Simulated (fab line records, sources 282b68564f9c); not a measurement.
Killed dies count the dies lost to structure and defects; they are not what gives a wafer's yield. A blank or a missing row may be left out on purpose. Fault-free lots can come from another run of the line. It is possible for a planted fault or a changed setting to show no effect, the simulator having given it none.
Which tool did it? | flow ritCmos | Sampling: 7 lots, 21 wafers, 3 of 202 route steps

WHAT EACH GAUGE READ, for each wafer
RIT_PRETRO_TW_MEAS_10.
lot  | measured    | on           | PRETRO_TW
L530 | day 2 17:33 | filmMetro-04 | 472 473 473
L532 | day 3 04:05 | filmMetro-03 | 475 478 474
L536 | day 4 00:56 | filmMetro-04 | 471 471 472
L539 | day 4 15:32 | filmMetro-01 | 482 481 480
L541 | day 5 01:31 | filmMetro-04 | 30 30 30
L543 | day 5 10:32 | filmMetro-04 | 30 30 30
L550 | day 6 23:05 | filmMetro-03 | 474 477 477

WHAT TOOL EACH LOT RAN ON (gives the tool, then ch and the chambers of the sampled wafers, and finally the start)
lot  | RIT_PWELL_STRIP_09                 | RIT_NRETRO_STRIP_09
L530 | plasmaAsher-01 ch 0,1, day 2 08:34 | plasmaAsher-03 ch 0, day 2 15:41
L532 | plasmaAsher-03 ch 0,1, day 2 18:26 | plasmaAsher-02 ch 0,1, day 3 02:13
L536 | plasmaAsher-01 ch 0,1, day 3 15:50 | plasmaAsher-02 ch 0,1, day 3 23:05
L539 | plasmaAsher-01 ch 0,1, day 4 06:41 | plasmaAsher-01 ch 0,1, day 4 13:41
L541 | plasmaAsher-01 ch 0,1, day 4 15:52 | plasmaAsher-01 ch 0,1, day 4 23:47
L543 | plasmaAsher-01 ch 0,1, day 5 01:40 | plasmaAsher-03 ch 0,1, day 5 08:40
L550 | plasmaAsher-03 ch 0,1, day 6 14:21 | plasmaAsher-02 ch 0,1, day 6 21:14
- RIT_PWELL_STRIP_09: strips in O2, time 180 s.
- RIT_NRETRO_STRIP_09: strips in O2, time 180 s.

THE ANSWER, worked out from the rows above alone
Rule: the usual values come from the lots themselves. Put in order of their means at a reading, lots are off if they are a third of the lots or fewer, leave a main group of 4 or more, and stand apart from it by a gap of 3 or more times the standard deviation of the main group's means; of several such gaps the widest counts. A main group is skipped when, at the precision printed for the reading in the tables above, its means are all equal. Also off: a lot with no number at a reading for which 4 or more lots have one. The other lots that the step has rows for count as sound.
Off: L541, L543, seen at RIT_PRETRO_TW_MEAS_10 (PRETRO_TW). The main group has a mean of 475 with a standard deviation of 3.3.
A tool fits if, at a process step before that reading, it ran every lot that is off, and no sound lot after the first of them. The gauges at RIT_PRETRO_TW_MEAS_10 are tried like those tools. This does not decide it: 2 tools fit, namely plasmaAsher-01 at RIT_PWELL_STRIP_09 and filmMetro-04 at RIT_PRETRO_TW_MEAS_10.

WHAT THE SIMULATOR PUT IN
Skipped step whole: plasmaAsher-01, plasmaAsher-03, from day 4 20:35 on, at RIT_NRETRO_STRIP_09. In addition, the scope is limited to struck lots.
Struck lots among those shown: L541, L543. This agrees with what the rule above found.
